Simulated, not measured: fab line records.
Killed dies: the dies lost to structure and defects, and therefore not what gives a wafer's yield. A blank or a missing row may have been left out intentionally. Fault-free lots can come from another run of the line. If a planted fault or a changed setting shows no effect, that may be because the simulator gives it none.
A single fault, viewed from 2 desks :: flow rit-cmos :: each desk holds nothing but its own numbers, with what lay behind them at the end

AT THE METROLOGY DESK
Lot by lot, what the gauges showed, no matter which tool ran the lot: averages of those sampled wafers that carry a number. The brackets show how far a lot's mean lies from the usual mean; more than 4 standard deviations puts the lot out of limits, marked OUT.
Columns: A = PLDD_OVL at RIT_PLDD_OVL_MEAS_06, usual 0.2 nm; B = M1_AL_THK at RIT_M1_THK_MEAS_02, usual 391 nm
lot: L683
first seen here: day 2 22:12
A: 2.6
B: 390

lot: L684
first seen here: day 3 05:01
A: -0.4
B: 393

lot: L685
first seen here: day 3 07:10
A: 0.1
B: 384

lot: L686
first seen here: day 3 14:26
A: 0.8
B: 393

lot: L687
first seen here: day 3 18:45
A: 0.5
B: 389

lot: L688
first seen here: day 3 22:08
A: 1.4
B: 394

lot: L689
first seen here: day 4 01:34
A: 0.1
B: 390

lot: L691
first seen here: day 4 11:54
A: -0.3
B: 396

lot: L697
first seen here: day 5 17:45
A: 0.1
B: 388

lot: L699
first seen here: day 6 03:41
A: -0.4
B: 383

lot: L700
first seen here: day 6 07:50
A: -0.2
B: 391

lot: L703
first seen here: day 6 23:10
A: -1.6
B: 394

lot: L704
first seen here: day 7 06:11
A: 0.3
B: 389

lot: L705
first seen here: day 7 11:29
A: 1.4
B: 385
This desk's finding: nothing out of limits on any of the 14 lots.

TOOL OWNER'S DESK, rie-metal-01
The tool's own readings at RIT_M1_METAL_ETCH_12 (etches Al in Cl2/BCl3, stops on SiO2, time 165 s, target depth 600 nm): means of the sampled wafers that have a number, for each lot that ran on this tool. The brackets show how far a lot's mean lies from the usual mean; more than 4 standard deviations puts the lot out of limits, marked OUT.
Columns: A = drypump-motor-current-A at RIT_M1_METAL_ETCH_12, usual 5.8 A; B = oes-product-au at RIT_M1_METAL_ETCH_12, usual 0.774 a.u.; C = throttle-valve-pct at RIT_M1_METAL_ETCH_12, usual 8.43 %
lot: L685
first seen here: day 3 19:39
A: 6.3
B: 0.750
C: 8.45

lot: L688
first seen here: day 4 10:04
A: 6.1
B: 0.768
C: 8.44

lot: L691
first seen here: day 4 23:34
A: 5.9
B: 0.782
C: 8.44

lot: L697
first seen here: day 6 05:35
A: 6.1
B: 0.765
C: 8.45

lot: L700
first seen here: day 6 19:32
A: 6.1
B: 0.719
C: 8.45

lot: L703
first seen here: day 7 10:47
A: 6.1
B: 0.716 (-4.1) OUT
C: 8.45
This desk's finding: out of limits on L703; first on L703, day 7 10:47 (oes-product-au at RIT_M1_METAL_ETCH_12). L685, L688, L691, L697, L700: within limits.

PUT TOGETHER
The tool owner's desk had the chance to raise an alarm at day 7 10:47 on L703.
From the metrology desk's view, nothing was out of limits.
The metrology desk holds a record of L703, inside its limits.
RIT_M1_METAL_ETCH_12 was run on rie-metal-01 by each of the lots named.

WHAT HAD BEEN PUT IN BY THE SIMULATOR
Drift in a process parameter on rie-metal-01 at RIT_M1_METAL_ETCH_12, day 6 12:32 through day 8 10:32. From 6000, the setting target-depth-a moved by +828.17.
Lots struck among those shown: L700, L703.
Hours from the fault's start to each desk's first reading out of limits: the tool owner's desk, 22.
